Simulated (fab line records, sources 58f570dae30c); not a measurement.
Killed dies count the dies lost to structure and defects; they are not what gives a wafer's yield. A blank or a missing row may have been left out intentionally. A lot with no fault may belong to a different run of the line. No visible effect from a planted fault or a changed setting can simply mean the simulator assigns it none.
Which tool is to blame?    flow berkeleyCmos170    7 lots, 21 wafers sampled, at 3 steps of a route of 331

## WHAT THE GAUGES READ, wafer by wafer
UCB170_SDANNEAL_RS_MEAS_02: measurement is done with a four-point probe.
lot   measured      on            PSD_RS (ohm/sq)
L239  day 7 22:18   filmMetro-04  75.63 75.41 75.51
L242  day 8 13:57   filmMetro-04  75.77 75.46 75.69
L248  day 9 12:43   filmMetro-03  75.91 75.42 75.23
L246  day 9 13:00   filmMetro-01  75.59 75.70 75.92
L252  day 10 12:26  filmMetro-04  74.94 75.44 75.28
L258  day 11 19:16  filmMetro-01  75.66 75.59 75.14
L262  day 12 23:58  filmMetro-03  75.29 75.32 75.47

## TOOL THAT RAN EACH LOT (tool first, then ch and the chambers of the sampled wafers, then the start)
lot   UCB170_PSD_STRIP_09                  UCB170_SDANNEAL_RTA_01
L239  plasmaAsher-04 ch 0,1, day 7 18:41   rtpAnneal-02 ch 0, day 7 22:14
L242  plasmaAsher-02 ch 1, day 8 09:46     rtpAnneal-01 ch 0, day 8 13:53
L248  plasmaAsher-01 ch 0,1, day 9 07:49   rtpAnneal-01 ch 0, day 9 12:38
L246  plasmaAsher-02 ch 0,1, day 9 08:23   rtpAnneal-02 ch 0, day 9 12:57
L252  plasmaAsher-01 ch 0,1, day 10 09:19  rtpAnneal-01 ch 0, day 10 12:20
L258  plasmaAsher-01 ch 0,1, day 11 16:15  rtpAnneal-01 ch 0, day 11 19:12
L262  plasmaAsher-02 ch 0,1, day 12 20:44  rtpAnneal-01 ch 0, day 12 23:53
- UCB170_PSD_STRIP_09: strips in O2.
- UCB170_SDANNEAL_RTA_01: time 5 s.

## THE ANSWER, worked out from the rows above alone
Rule: the usual values come from the lots themselves. Put in order of their means at a reading, lots are off if they are a third of the lots or fewer, leave a main group of 4 or more, and stand apart from it by a gap of 3 or more times the standard deviation of the main group's means; of several such gaps the widest counts. Not used: any main group whose means are identical at the precision the tables above print for the reading. A lot without any number at a reading at which 4 lots or more have one is off too. Where the step has rows for the other lots, those lots are counted as sound.
No lot is off on any of the readings shown, so nothing can be concluded from this.

## WHAT WAS PUT IN BY THE SIMULATOR
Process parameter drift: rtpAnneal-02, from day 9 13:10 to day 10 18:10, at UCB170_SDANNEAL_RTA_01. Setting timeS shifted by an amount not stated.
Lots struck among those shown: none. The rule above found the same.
